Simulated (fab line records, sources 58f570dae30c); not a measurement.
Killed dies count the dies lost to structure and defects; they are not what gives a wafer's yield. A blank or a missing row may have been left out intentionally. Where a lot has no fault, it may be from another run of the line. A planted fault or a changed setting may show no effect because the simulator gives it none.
The same fault as seen by 2 desks :: flow berkeley cmos170 :: each desk has only its own numbers; what lay behind them comes last

== FOR THE TOOL OWNER'S DESK: implanter-02 ==
For each lot that ran on this tool, the mean over its sampled wafers that have a number, from the tool's own readings at UCB170_NSD_IMPLANT_08. The brackets show how far a lot's mean lies from the usual mean; more than 4 standard deviations puts the lot out of limits, marked OUT.
Columns: A = dose ions cm2 at UCB170_NSD_IMPLANT_08, usual 3.001e+15; B = tilt deg at UCB170_NSD_IMPLANT_08, usual 6.998 degrees
lot: L469
first seen here: day 6 17:18
A: 3.005e+15
B: 6.996

lot: L470
first seen here: day 6 18:07
A: 3.003e+15
B: 7.002

lot: L475
first seen here: day 8 11:16
A: 3.001e+15
B: 6.993

lot: L479
first seen here: day 8 14:02
A: 3.001e+15
B: 7.011

lot: L482
first seen here: day 9 12:12
A: 3.005e+15
B: 5.569 (-84) OUT

lot: L481
first seen here: day 9 16:59
A: 2.996e+15
B: 5.579 (-83) OUT

lot: L483
first seen here: day 9 17:49
A: 3.001e+15
B: 5.597 (-82) OUT
This desk's finding: out of limits on L481, L482, L483; first on L482, day 9 12:12 (tilt deg at UCB170_NSD_IMPLANT_08). In limits: L469, L470, L475, L479.

== THE METROLOGY DESK ==
What the gauges read for every lot (on any tool): the sampled wafers with a number, averaged. The brackets show how far a lot's mean lies from the usual mean; more than 4 standard deviations puts the lot out of limits, marked OUT.
Columns: A = NSD_RS at UCB170_SDANNEAL_RS_MEAS_03, usual 37.29 ohm/sq
lot: L469
first seen here: day 6 18:54
A: 37.31

lot: L468
first seen here: day 6 19:37
A: 37.31

lot: L470
first seen here: day 6 19:48
A: 37.20

lot: L471
first seen here: day 7 07:26
A: 37.29

lot: L472
first seen here: day 7 07:38
A: 37.42

lot: L473
first seen here: day 7 17:10
A: 37.22

lot: L475
first seen here: day 8 13:22
A: 37.25

lot: L476
first seen here: day 8 14:00
A: 37.26

lot: L479
first seen here: day 8 15:52
A: 37.29

lot: L488
first seen here: day 10 19:02
A: 37.28

lot: L490
first seen here: day 11 05:00
A: 37.17

lot: L489
first seen here: day 11 05:36
A: 37.32
This desk found nothing out of limits on any of the 12 lots.

== BROUGHT TOGETHER ==
The tool owner's desk had the chance to raise an alarm at day 9 12:12 on L481, L482, L483.
Nothing out of limits was seen by the metrology desk.
The metrology desk has no number on record for L481, L482, L483.
UCB170_NSD_IMPLANT_08 was run on implanter-02 by each of the lots named.

== WHAT WAS PUT IN BY THE SIMULATOR ==
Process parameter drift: implanter-02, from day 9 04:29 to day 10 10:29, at UCB170_NSD_IMPLANT_08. Setting tilt deg, moved by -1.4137, from 7. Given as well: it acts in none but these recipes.
Shown lots that were struck: L481, L482, L483.
Each desk's first reading out of limits, in hours after the fault started: the tool owner's desk, 8.
